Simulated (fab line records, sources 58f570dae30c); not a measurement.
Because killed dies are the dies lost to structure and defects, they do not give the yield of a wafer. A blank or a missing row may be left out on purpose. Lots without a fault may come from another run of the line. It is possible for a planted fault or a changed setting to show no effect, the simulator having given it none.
Split-lot trial    flow berkeley_cmos170    23 wafers read across 5 lots, on a route 331 steps long

== THE SPLIT ==
At UCB170_NWELL_IMPLANT_14, the setting dose_cm2 was moved away from the recipe's 1e+13 on 8 of the 23 wafers read, by -6.5% to -3.8%. All remaining wafers had this setting at the recipe value.

== BETWEEN THE SPLIT AND THE READING: the file shows 1 step in between ==
- UCB170_NWELL_STRIP_15: strips in O2

== THE READING ==
NWELL_TW, at UCB170_NWELL_TW_MEAS_16. On this fab line, fault-free wafers typically give 1252 with a standard deviation of 9.2.

wafer   tool, chamber at the split  dose_cm2 as run  against the recipe  NWELL_TW  against lot-mates on the recipe
L074.1  implanter-03, 0             9.624e+12        -3.8%               1239      -10
L074.2  implanter-03, 0             9.624e+12        -3.8%               1240      -8
L074.3  implanter-03, 0             9.624e+12        -3.8%               1249      +0
L074.4  implanter-03, 0             1e+13            recipe              1248      -
L074.6  implanter-03, 0             1e+13            recipe              1249      -
L075.1  implanter-04, 0             1e+13            recipe              1267      -
L075.2  implanter-04, 0             1e+13            recipe              1265      -
L075.4  implanter-04, 0             1e+13            recipe              1265      -
L076.1  implanter-02, 0             1e+13            recipe              1239      -
L076.2  implanter-02, 0             1e+13            recipe              1250      -
L076.3  implanter-02, 0             9.347e+12        -6.5%               1217      -28
L076.4  implanter-02, 0             1e+13            recipe              1247      -
L076.5  implanter-02, 0             9.347e+12        -6.5%               1213      -32
L077.1  implanter-03, 0             1e+13            recipe              1259      -
L077.3  implanter-03, 0             1e+13            recipe              1258      -
L077.4  implanter-03, 0             1e+13            recipe              1254      -
L077.5  implanter-03, 0             1e+13            recipe              1257      -
L077.6  implanter-03, 0             1e+13            recipe              1259      -
L079.1  implanter-03, 0             9.59e+12         -4.1%               1224      -18
L079.2  implanter-03, 0             9.59e+12         -4.1%               1219      -23
L079.4  implanter-03, 0             9.59e+12         -4.1%               1224      -18
L079.5  implanter-03, 0             1e+13            recipe              1237      -
L079.6  implanter-03, 0             1e+13            recipe              1247      -

FIT RESULTS
A straight line over all 23 wafers: NWELL_TW changes by +5.7 for each +1% of dose_cm2; r = +0.83; the points scatter about the line by 9.2.
The same after taking each lot's own level away (the mean of its wafers on the recipe; 23 wafers): +4.05 for each +1%; r = +0.89; scatter 5.1.
On that fit, the largest move of dose_cm2 shifts the reading by 26.
Measured against the standard deviation above, the lots' own levels, which go from 1242.0 to 1265.7, span 2.6 times it.
Thus the slope moves with the lot-to-lot level: the two fits are different.
Check: -25.2 against its lot-mates is what the line predicts for one of the wafers moved furthest among these (-6.5%) when that wafer is left out of the fit. Against them it came out at -28.3.

== OTHER SPLITS ON THESE WAFERS ==
These wafers also went through other splits before the reading. Each is held against what the fit with the lots' levels taken away leaves over:
other split on the same wafers       wafers away from the commonest value  r with NWELL_TW (lot level and that fit taken away)
UCB170_NWELL_OXIDATION_01 ox_time_s  10                                    -0.20

== THE FILE'S OWN FIT ==
NWELL_TW changes by +4.05 for each +1% of dose_cm2, r = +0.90.
